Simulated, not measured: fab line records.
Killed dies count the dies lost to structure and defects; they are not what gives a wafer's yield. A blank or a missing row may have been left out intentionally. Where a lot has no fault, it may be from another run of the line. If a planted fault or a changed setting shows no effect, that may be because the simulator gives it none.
Chamber matching ; flow berkeley cmos170 ; UCB170_GATE_CLEAN_17 on wet bench-03 has 3 sister chambers
The step cleans in SPM, time 600 s. 14 wafers are shown with their chamber, then 7 later ones without.

WAFERS WITH THEIR CHAMBER
wafer;chamber;bath heat duty pct (%);bath guard temp C (C)
L871.1;1;13.7;119.8
L871.2;1;14.3;120.1
L871.5;1;13.3;120.0
L875.1;3;11.5;120.0
L875.2;3;13.6;119.9
L875.6;3;11.5;120.3
L876.1;3;13.5;120.0
L876.3;3;12.4;120.3
L876.4;3;13.8;120.0
L881.1;2;11.1;119.7
L881.4;2;13.3;119.9
L881.6;2;11.0;119.8
L882.1;1;14.6;119.7
L882.3;1;14.3;119.9

SIGNATURES (means of the wafers above)
reading;chamber 1;chamber 2;chamber 3;scatter within a chamber
bath heat duty pct;14.040;11.800;12.717;0.959
bath guard temp C;119.900;119.800;120.083;0.156
Rule: for each reading, subtract the chamber's mean from the wafer's reading, divide by that reading's scatter and square the result; add these up over the readings and take the root, which gives the wafer's distance from the chamber. The wafer belongs to the nearest chamber; if the next one is less than 2 further off, it can't be placed. The scatter: take each reading less its chamber's mean, square it, sum over the shown wafers, divide by the number of wafers less the number of chambers, and take the root.

WAFERS MISSING THEIR CHAMBER
wafer;bath heat duty pct (%);bath guard temp C (C)
L882.6;14.3;119.9
L883.2;12.4;120.2
L883.4;12.8;119.9
L883.6;13.7;120.2
L884.2;14.3;119.7
L884.3;15.4;119.8
L884.4;15.1;120.0

THE CHAMBER EACH PASSED THROUGH
wafer;from the rows above;in truth
L882.6;can't be placed: 1 or 3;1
L883.2;can't be placed: 3 or 1 or 2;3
L883.4;can't be placed: 3 or 2 or 1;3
L883.6;can't be placed: 3 or 1 or 2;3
L884.2;can't be placed: 1 or 2 or 3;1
L884.3;can't be placed: 1 or 3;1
L884.4;can't be placed: 1 or 3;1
0 of 7 placed correctly. Not placeable from these rows: 7 (in 7, the candidates include the true chamber). Number placed wrongly: 0.
